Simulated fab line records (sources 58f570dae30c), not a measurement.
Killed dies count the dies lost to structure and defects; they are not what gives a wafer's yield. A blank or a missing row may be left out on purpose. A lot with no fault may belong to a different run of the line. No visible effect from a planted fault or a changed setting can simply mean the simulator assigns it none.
Split-lot study || flow berkeley-cmos170 || 5 lots, 23 wafers read, on a route of 331 steps

## THE SPLIT
At UCB170_PWELL_IMPLANT_15, the setting energy-kev was moved away from the recipe's 60 on 10 of the 23 wafers read, by -5.5% to +5.8%. The other wafers ran this setting at the recipe's value.

The reading is taken at the split's own step.

## THE READING
The simulator's own value implant.drp-nm, read by no gauge, in nm at UCB170_PWELL_IMPLANT_15. The file does not state a usual value for it.

{"wafer": "L076.1", "tool, chamber at the split": "implanter-01, 0", "energy-kev as run": 63.47, "against the recipe": "+5.8%", "implant.drp-nm, nm": 66.63, "against lot-mates on the recipe": "+1.93"}
{"wafer": "L076.4", "tool, chamber at the split": "implanter-01, 0", "energy-kev as run": 63.47, "against the recipe": "+5.8%", "implant.drp-nm, nm": 66.63, "against lot-mates on the recipe": "+1.93"}
{"wafer": "L076.6", "tool, chamber at the split": "implanter-01, 0", "energy-kev as run": 63.47, "against the recipe": "+5.8%", "implant.drp-nm, nm": 66.63, "against lot-mates on the recipe": "+1.93"}
{"wafer": "L076.2", "tool, chamber at the split": "implanter-01, 0", "energy-kev as run": 60, "against the recipe": "recipe", "implant.drp-nm, nm": 64.7, "against lot-mates on the recipe": "-"}
{"wafer": "L076.3", "tool, chamber at the split": "implanter-01, 0", "energy-kev as run": 60, "against the recipe": "recipe", "implant.drp-nm, nm": 64.7, "against lot-mates on the recipe": "-"}
{"wafer": "L077.1", "tool, chamber at the split": "implanter-01, 0", "energy-kev as run": 61.62, "against the recipe": "+2.7%", "implant.drp-nm, nm": 65.61, "against lot-mates on the recipe": "+0.91"}
{"wafer": "L077.4", "tool, chamber at the split": "implanter-01, 0", "energy-kev as run": 61.62, "against the recipe": "+2.7%", "implant.drp-nm, nm": 65.61, "against lot-mates on the recipe": "+0.91"}
{"wafer": "L077.6", "tool, chamber at the split": "implanter-01, 0", "energy-kev as run": 61.62, "against the recipe": "+2.7%", "implant.drp-nm, nm": 65.61, "against lot-mates on the recipe": "+0.91"}
{"wafer": "L077.2", "tool, chamber at the split": "implanter-01, 0", "energy-kev as run": 60, "against the recipe": "recipe", "implant.drp-nm, nm": 64.7, "against lot-mates on the recipe": "-"}
{"wafer": "L077.3", "tool, chamber at the split": "implanter-01, 0", "energy-kev as run": 60, "against the recipe": "recipe", "implant.drp-nm, nm": 64.7, "against lot-mates on the recipe": "-"}
{"wafer": "L081.4", "tool, chamber at the split": "implanter-02, 0", "energy-kev as run": 60, "against the recipe": "recipe", "implant.drp-nm, nm": 64.7, "against lot-mates on the recipe": "-"}
{"wafer": "L081.5", "tool, chamber at the split": "implanter-02, 0", "energy-kev as run": 60, "against the recipe": "recipe", "implant.drp-nm, nm": 64.7, "against lot-mates on the recipe": "-"}
{"wafer": "L081.6", "tool, chamber at the split": "implanter-02, 0", "energy-kev as run": 60, "against the recipe": "recipe", "implant.drp-nm, nm": 64.7, "against lot-mates on the recipe": "-"}
{"wafer": "L085.1", "tool, chamber at the split": "implanter-01, 0", "energy-kev as run": 60, "against the recipe": "recipe", "implant.drp-nm, nm": 64.7, "against lot-mates on the recipe": "-"}
{"wafer": "L085.4", "tool, chamber at the split": "implanter-01, 0", "energy-kev as run": 60, "against the recipe": "recipe", "implant.drp-nm, nm": 64.7, "against lot-mates on the recipe": "-"}
{"wafer": "L085.6", "tool, chamber at the split": "implanter-01, 0", "energy-kev as run": 60, "against the recipe": "recipe", "implant.drp-nm, nm": 64.7, "against lot-mates on the recipe": "-"}
{"wafer": "L085.2", "tool, chamber at the split": "implanter-01, 0", "energy-kev as run": 56.73, "against the recipe": "-5.5%", "implant.drp-nm, nm": 62.79, "against lot-mates on the recipe": -1.91}
{"wafer": "L085.5", "tool, chamber at the split": "implanter-01, 0", "energy-kev as run": 56.73, "against the recipe": "-5.5%", "implant.drp-nm, nm": 62.79, "against lot-mates on the recipe": -1.91}
{"wafer": "L084.1", "tool, chamber at the split": "implanter-03, 0", "energy-kev as run": 61.72, "against the recipe": "+2.9%", "implant.drp-nm, nm": 65.67, "against lot-mates on the recipe": "+0.97"}
{"wafer": "L084.6", "tool, chamber at the split": "implanter-03, 0", "energy-kev as run": 61.72, "against the recipe": "+2.9%", "implant.drp-nm, nm": 65.67, "against lot-mates on the recipe": "+0.97"}
{"wafer": "L084.2", "tool, chamber at the split": "implanter-03, 0", "energy-kev as run": 60, "against the recipe": "recipe", "implant.drp-nm, nm": 64.7, "against lot-mates on the recipe": "-"}
{"wafer": "L084.3", "tool, chamber at the split": "implanter-03, 0", "energy-kev as run": 60, "against the recipe": "recipe", "implant.drp-nm, nm": 64.7, "against lot-mates on the recipe": "-"}
{"wafer": "L084.5", "tool, chamber at the split": "implanter-03, 0", "energy-kev as run": 60, "against the recipe": "recipe", "implant.drp-nm, nm": 64.7, "against lot-mates on the recipe": "-"}

FIT RESULTS
A straight line over all 23 wafers: implant.drp-nm changes by +0.341 nm for each +1% of energy-kev; r = +1.00; the points scatter about the line by 0.019 nm.
The same after taking each lot's own level away (the mean of its wafers on the recipe; 23 wafers): +0.341 nm for each +1%; r = +1.00; scatter 0.019 nm.
The reading moves by 2 nm for the largest change in energy-kev, on that fit.
The lots' own levels span 64.700 to 64.700 nm.
The two slopes are in agreement: the lot-to-lot level therefore moves the slope only a little.
Check: +1.96 nm against its lot-mates is what the line predicts for one of the wafers moved furthest among these (+5.8%) when that wafer is left out of the fit. It came out at +1.93 nm against them.

## OTHER SPLITS ON THESE WAFERS
These wafers also went through other splits before the reading. Each is held against what the fit with the lots' levels taken away leaves over:
{"other split on the same wafers": "UCB170_ZERO_COAT_01 resist-thk-nm", "wafers away from the commonest value": 4, "r with implant.drp-nm (lot level and that fit taken away)": "+0.12"}
{"other split on the same wafers": "UCB170_NWELL_OXIDATION_01 temp-c", "wafers away from the commonest value": 18, "r with implant.drp-nm (lot level and that fit taken away)": -0.25}
{"other split on the same wafers": "UCB170_PWELL_OXIDATION_02 temp-c", "wafers away from the commonest value": 18, "r with implant.drp-nm (lot level and that fit taken away)": -0.04}

## THE WHOLE CHAIN: every reading that the file lists as answering this split, in the file's order
{"step": "UCB170_PWELL_IMPLANT_15", "what it does": "", "reading": "implant.rp-nm (the simulator's own value, which no gauge read)", "change (the file's fit)": "+2.15 nm for each +1% of the setting", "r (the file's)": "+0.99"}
{"step": "UCB170_PWELL_IMPLANT_15", "what it does": "", "reading": "implant.drp-nm (the simulator's own value, which no gauge read)", "change (the file's fit)": "+0.341 nm for each +1% of the setting", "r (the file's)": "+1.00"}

## THE FILE'S OWN FIT
implant.drp-nm changes by +0.341 nm for each +1% of energy-kev, r = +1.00.
